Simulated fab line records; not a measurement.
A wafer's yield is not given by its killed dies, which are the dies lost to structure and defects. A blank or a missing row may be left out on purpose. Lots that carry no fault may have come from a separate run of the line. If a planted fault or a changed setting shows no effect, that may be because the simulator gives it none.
Which tool is to blame? :: flow berkeley-cmos170 :: 42 wafers from 14 lots sampled at 5 of the route's 331 steps

== WHAT EACH GAUGE READ, for each wafer ==
UCB170_NWELL_OVL_MEAS_12. Usual: for NWELL_OVL the level is 3 nm and the standard deviation is 5.6.
lot: L695
measured: day 2 16:39
on: overlay-01
NWELL_OVL (nm): 8 9 6
flag: 

lot: L696
measured: day 2 16:53
on: overlay-02
NWELL_OVL (nm): 8 7 12
flag: 

lot: L698
measured: day 3 01:59
on: overlay-02
NWELL_OVL (nm): 2 5 0
flag: 

lot: L699
measured: day 3 11:36
on: overlay-02
NWELL_OVL (nm): 12 11 11
flag: 

lot: L700
measured: day 3 11:59
on: overlay-01
NWELL_OVL (nm): -9 -1 0
flag: 

lot: L701
measured: day 3 20:34
on: overlay-02
NWELL_OVL (nm): 5 5 6
flag: 

lot: L708
measured: day 5 02:01
on: overlay-01
NWELL_OVL (nm): 3 -6 -2
flag: 

lot: L710
measured: day 5 19:22
on: overlay-01
NWELL_OVL (nm): 4 11 11
flag: 

lot: L711
measured: day 5 19:38
on: overlay-02
NWELL_OVL (nm): -4 3 1
flag: 

lot: L712
measured: day 6 03:57
on: overlay-02
NWELL_OVL (nm): -4 -1 2
flag: 

lot: L713
measured: day 6 04:41
on: overlay-02
NWELL_OVL (nm): 3 -1 1
flag: 

lot: L716
measured: day 6 19:31
on: overlay-02
NWELL_OVL (nm): -3 -3 2
flag: 

lot: L715
measured: day 6 19:43
on: overlay-01
NWELL_OVL (nm): 6 8 11
flag: 

lot: L717
measured: day 7 04:43
on: overlay-02
NWELL_OVL (nm): 11 8 6
flag: 

UCB170_SDANNEAL_RS_MEAS_04: measurement is done with a four-point probe. Usual: for PLDD_RS the level is 1031.2 ohm/sq and the standard deviation is 2.6.
lot: L695
measured: day 8 09:56
on: film-metro-01
PLDD_RS (ohm/sq): 1031.2 1031.7 1028.4
flag: 

lot: L696
measured: day 8 08:21
on: film-metro-01
PLDD_RS (ohm/sq): 1027.6 1029.0 1027.0
flag: 

lot: L698
measured: day 8 18:43
on: film-metro-04
PLDD_RS (ohm/sq): 1032.3 1033.8 1034.2
flag: 

lot: L699
measured: day 8 18:33
on: film-metro-03
PLDD_RS (ohm/sq): 1033.8 1034.8 1032.6
flag: 

lot: L700
measured: day 8 19:13
on: film-metro-04
PLDD_RS (ohm/sq): 951.0 950.4 951.1 950.1 952.3 953.4
flag: OFF

lot: L701
measured: day 8 21:37
on: film-metro-04
PLDD_RS (ohm/sq): 953.2 951.0 952.8 952.4 953.1 952.5
flag: OFF

lot: L708
measured: day 10 08:04
on: film-metro-03
PLDD_RS (ohm/sq): 1032.2 1029.2 1031.6
flag: 

lot: L710
measured: day 11 07:49
on: film-metro-04
PLDD_RS (ohm/sq): 1025.4 1027.8 1028.6
flag: 

lot: L711
measured: day 11 08:26
on: film-metro-04
PLDD_RS (ohm/sq): 1032.2 1032.2 1031.5
flag: 

lot: L712
measured: day 12 00:21
on: film-metro-01
PLDD_RS (ohm/sq): 1036.9 1032.8 1031.7
flag: 

lot: L713
measured: day 12 00:08
on: film-metro-04
PLDD_RS (ohm/sq): 1035.1 1033.0 1034.3
flag: 

lot: L716
measured: day 12 13:10
on: film-metro-04
PLDD_RS (ohm/sq): 1034.9 1034.7 1036.1
flag: 

lot: L715
measured: day 12 12:29
on: film-metro-04
PLDD_RS (ohm/sq): 1036.8 1034.3 1035.4
flag: 

lot: L717
measured: day 12 12:46
on: film-metro-01
PLDD_RS (ohm/sq): 1026.4 1027.8 1026.6
flag: 

UCB170_SDANNEAL_RS_MEAS_05: measurement is done with a four-point probe. Usual: for NLDD_RS the level is 616.2 ohm/sq and the standard deviation is 1.5.
lot: L695
measured: day 8 10:04
on: film-metro-01
NLDD_RS (ohm/sq): 614.9 616.3 615.1
flag: 

lot: L696
measured: day 8 08:28
on: film-metro-01
NLDD_RS (ohm/sq): 616.5 614.3 617.2
flag: 

lot: L698
measured: day 8 18:50
on: film-metro-04
NLDD_RS (ohm/sq): 616.3 616.6 616.7
flag: 

lot: L699
measured: day 8 18:40
on: film-metro-03
NLDD_RS (ohm/sq): 617.2 619.2 618.2
flag: 

lot: L700
measured: day 8 23:58
on: film-metro-04
NLDD_RS (ohm/sq): 605.6 604.1 605.4 604.3 602.7 605.5
flag: OFF

lot: L701
measured: day 9 00:10
on: film-metro-04
NLDD_RS (ohm/sq): 607.4 605.5 607.0 607.1 606.9 608.4
flag: OFF

lot: L708
measured: day 10 08:11
on: film-metro-03
NLDD_RS (ohm/sq): 616.0 615.9 617.8
flag: 

lot: L710
measured: day 11 07:56
on: film-metro-04
NLDD_RS (ohm/sq): 617.4 616.7 617.7
flag: 

lot: L711
measured: day 11 08:34
on: film-metro-04
NLDD_RS (ohm/sq): 614.9 617.9 616.8
flag: 

lot: L712
measured: day 12 00:28
on: film-metro-01
NLDD_RS (ohm/sq): 616.3 616.9 616.7
flag: 

lot: L713
measured: day 12 00:15
on: film-metro-04
NLDD_RS (ohm/sq): 615.5 617.1 616.1
flag: 

lot: L716
measured: day 12 13:17
on: film-metro-04
NLDD_RS (ohm/sq): 617.2 615.9 615.6
flag: 

lot: L715
measured: day 12 12:36
on: film-metro-04
NLDD_RS (ohm/sq): 617.2 615.3 616.0
flag: 

lot: L717
measured: day 12 12:53
on: film-metro-01
NLDD_RS (ohm/sq): 616.2 615.2 616.0
flag: 

UCB170_V1_CD_MEAS_90: target cd 700 nm. Usual: cd-nm reads 699.9 nm (standard deviation 1.3).
lot: L695
measured: day 8 22:08
on: cd-sem-01
cd-nm (nm): 700.2 699.4 699.4
flag: 

lot: L696
measured: day 8 20:01
on: cd-sem-01
cd-nm (nm): 699.1 698.5 699.3
flag: 

lot: L698
measured: day 9 06:52
on: cd-sem-02
cd-nm (nm): 697.2 698.4 699.3
flag: 

lot: L699
measured: day 9 05:26
on: cd-sem-01
cd-nm (nm): 699.7 701.0 699.3
flag: 

lot: L700
measured: day 10 06:22
on: cd-sem-01
cd-nm (nm): 698.0 699.5 698.8
flag: 

lot: L701
measured: day 10 08:10
on: cd-sem-02
cd-nm (nm): 701.6 700.1 700.4
flag: 

lot: L708
measured: day 10 22:07
on: cd-sem-02
cd-nm (nm): 699.0 698.9 698.9
flag: 

lot: L710
measured: day 12 00:07
on: cd-sem-02
cd-nm (nm): 701.2 701.7 700.3
flag: 

lot: L711
measured: day 11 23:49
on: cd-sem-02
cd-nm (nm): 701.3 701.8 700.4
flag: 

lot: L712
measured: day 12 19:40
on: cd-sem-01
cd-nm (nm): 700.9 700.3 698.9
flag: 

lot: L713
measured: day 12 12:19
on: cd-sem-02
cd-nm (nm): 699.0 700.6 699.0
flag: 

lot: L716
measured: day 13 03:47
on: cd-sem-02
cd-nm (nm): 698.8 698.4 698.9
flag: 

lot: L715
measured: day 13 02:11
on: cd-sem-02
cd-nm (nm): 699.8 699.2 699.6
flag: 

lot: L717
measured: day 13 03:43
on: cd-sem-01
cd-nm (nm): 701.1 701.0 702.5
flag: 

== TOOL THAT RAN EACH LOT (tool first, then ch and the chambers of the sampled wafers, then the start) ==
lot: L695
UCB170_SPACER_ANNEAL_02: furnace-02 ch 0, day 7 21:59

lot: L696
UCB170_SPACER_ANNEAL_02: furnace-02 ch 0, day 7 21:59

lot: L698
UCB170_SPACER_ANNEAL_02: furnace-01 ch 0, day 8 05:41

lot: L699
UCB170_SPACER_ANNEAL_02: furnace-01 ch 0, day 8 05:41

lot: L700
UCB170_SPACER_ANNEAL_02: furnace-02 ch 0, day 8 09:08

lot: L701
UCB170_SPACER_ANNEAL_02: furnace-02 ch 0, day 8 15:08

lot: L708
UCB170_SPACER_ANNEAL_02: furnace-04 ch 0, day 10 02:00

lot: L710
UCB170_SPACER_ANNEAL_02: furnace-04 ch 0, day 11 00:40

lot: L711
UCB170_SPACER_ANNEAL_02: furnace-04 ch 0, day 11 00:40

lot: L712
UCB170_SPACER_ANNEAL_02: furnace-01 ch 0, day 11 14:00

lot: L713
UCB170_SPACER_ANNEAL_02: furnace-01 ch 0, day 11 14:00

lot: L716
UCB170_SPACER_ANNEAL_02: furnace-02 ch 0, day 12 06:10

lot: L715
UCB170_SPACER_ANNEAL_02: furnace-02 ch 0, day 12 06:10

lot: L717
UCB170_SPACER_ANNEAL_02: furnace-02 ch 0, day 12 06:10
- UCB170_SPACER_ANNEAL_02: time 1800 s.

== AS READ BY THE TOOLS THEMSELVES (means over the sampled wafers that have a number; for cases with no such wafer, the mark the record gives instead) ==
The record holds no such reading with a usual standard deviation.

== THE ANSWER, worked out from the rows above alone ==
Rule: a lot counts as off when the mean over its wafers that have a number is more than 3 standard deviations away from the usual mean. Also off: a lot with no number at a reading for which 4 or more lots have one. Where the step has rows for the other lots, those lots are counted as sound. The gauges are gone through in route order, then the tools' own readings, and for those a lot's mean is taken as printed above. The first step at which some lot is off is used, and at that step the reading that is off furthest; a lot without a number counts as furthest.
Off: L700, L701, at UCB170_SDANNEAL_RS_MEAS_04 (PLDD_RS).
A tool fits if, at a process step before that reading, it ran every lot that is off, and no sound lot after the first of them. Those tools and the gauges at UCB170_SDANNEAL_RS_MEAS_04 are tried in the same way. None of those tried fits.

== WHAT HAD BEEN PUT IN BY THE SIMULATOR ==
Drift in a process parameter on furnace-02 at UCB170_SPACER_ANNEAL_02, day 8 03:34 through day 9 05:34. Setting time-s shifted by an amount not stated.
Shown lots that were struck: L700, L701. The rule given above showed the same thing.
